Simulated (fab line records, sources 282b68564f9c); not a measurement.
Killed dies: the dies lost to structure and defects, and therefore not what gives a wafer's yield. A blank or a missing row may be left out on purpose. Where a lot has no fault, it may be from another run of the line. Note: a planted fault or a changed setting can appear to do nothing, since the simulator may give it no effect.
2 desks, one fault :: flow rit-cmos :: every desk sees just its own numbers, and what lay behind them comes last

TOOL OWNER'S DESK, litho-track-03
The tool's own readings at RIT_PRETRO_COAT_01 (resist thk 1300 nm): means of the sampled wafers that have a number, for each lot that ran on this tool. The brackets show how far a lot's mean lies from the usual mean; more than 4 standard deviations puts the lot out of limits, marked OUT.
Columns: A = chill-plate-temp-C at RIT_PRETRO_COAT_01, usual 23.00 C; B = dispense-pressure-kPa at RIT_PRETRO_COAT_01, usual 53 kPa
lot: L946
first seen here: day 2 22:49
A: 22.92
B: 47

lot: L951
first seen here: day 4 05:49
A: 23.15
B: 47

lot: L953
first seen here: day 4 12:40
A: 22.90
B: 47

lot: L960
first seen here: day 5 23:04
A: 23.14
B: 47
This desk's finding: nothing out of limits on any of the 4 lots.

METROLOGY DESK
What the gauges read, lot by lot, whatever tool the lot ran on: means of the sampled wafers that have a number. The brackets show how far a lot's mean lies from the usual mean; more than 4 standard deviations puts the lot out of limits, marked OUT.
Columns: A = PRETRO_OVL at RIT_PRETRO_OVL_MEAS_06, usual -0.1 nm
lot: L943
first seen here: day 2 09:37
A: -2.1

lot: L944
first seen here: day 2 17:12
A: -0.7

lot: L945
first seen here: day 2 21:11
A: 1.6

lot: L946
first seen here: day 2 23:33
A: -1.0

lot: L947
first seen here: day 3 04:33
A: 1.0

lot: L949
first seen here: day 3 12:45
A: 1.8

lot: L951
first seen here: day 4 06:31
A: 1.1

lot: L953
first seen here: day 4 13:31
A: -1.7

lot: L955
first seen here: day 4 20:44
A: 1.2

lot: L956
first seen here: day 5 01:59
A: -1.4

lot: L960
first seen here: day 5 23:45
A: -0.3

lot: L964
first seen here: day 6 19:47
A: -1.8
This desk's finding: nothing out of limits on any of the 12 lots.

BROUGHT TOGETHER
Nothing out of limits was seen by the tool owner's desk.
Metrology desk: nothing out of limits seen.

WHAT THE SIMULATOR HAD PUT IN
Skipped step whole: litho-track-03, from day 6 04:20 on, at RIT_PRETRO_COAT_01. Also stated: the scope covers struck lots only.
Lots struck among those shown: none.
